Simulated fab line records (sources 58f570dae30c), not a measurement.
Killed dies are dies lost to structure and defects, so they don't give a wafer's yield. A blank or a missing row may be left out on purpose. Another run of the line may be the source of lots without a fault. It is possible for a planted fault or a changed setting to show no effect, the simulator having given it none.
Matching of chambers	flow berkeley_cmos170	UCB170_GATE_ETCH_15 on rie_si-01 has 4 sister chambers
The step etches poly-Si in HBr/Cl2, stops on SiO2, time 56.3 s, target depth 278.2 nm. 14 wafers are shown with their chamber, then 7 later ones without.

WAFERS PAIRED WITH THEIR CHAMBERS
wafer	chamber	drypump_motor_current_A (A)	throttle_valve_pct (%)	oes_product_au (a.u.)
L221.3	3	6.2	26.43	0.828
L221.4	1	6.3	26.36	0.811
L221.5	0	6.0	26.50	0.787
L225.1	0	5.9	26.50	0.781
L225.3	3	6.1	26.45	0.806
L225.6	1	6.3	26.38	0.799
L223.1	1	6.3	26.36	0.798
L223.2	0	5.9	26.50	0.779
L223.3	3	6.2	26.45	0.823
L239.1	3	6.2	26.44	0.803
L239.2	0	6.0	26.49	0.787
L239.6	2	5.1	26.56	0.793
L240.1	2	5.1	26.55	0.809
L240.4	0	5.9	26.48	0.799

SIGNATURES, as means of the wafers listed above
reading	chamber 0	chamber 1	chamber 2	chamber 3	scatter within a chamber
drypump_motor_current_A	5.940	6.300	5.100	6.175	0.0442
throttle_valve_pct	26.4940	26.3667	26.5550	26.4425	0.00955
oes_product_au	0.78660	0.80267	0.80100	0.81500	0.00966
Rule: a wafer lies at a distance from a chamber equal to the root of the sum of squares, over the readings, of (its reading less the chamber's mean, divided by the reading's scatter). If the next closest chamber is less than 2 further off than the closest, the wafer can't be placed; otherwise it belongs to the closest. The scatter: the root of (the sum of the squares of (reading less its chamber's mean) over the shown wafers, divided by (wafers less chambers)).

WAFERS WHOSE CHAMBER IS MISSING
wafer	drypump_motor_current_A (A)	throttle_valve_pct (%)	oes_product_au (a.u.)
L240.6	5.9	26.51	0.787
L243.2	5.1	26.55	0.796
L243.4	6.3	26.36	0.802
L243.6	6.2	26.45	0.823
L242.1	5.1	26.55	0.795
L242.3	5.9	26.49	0.791
L242.4	6.2	26.46	0.818

WHICH CHAMBER EACH WENT THROUGH
wafer	from the rows above	in truth
L240.6	0	0
L243.2	2	2
L243.4	1	1
L243.6	3	3
L242.1	2	2
L242.3	0	0
L242.4	3	3
Correctly placed: 7 of 7. Left unplaced by these rows: 0. Number placed wrongly: 0.
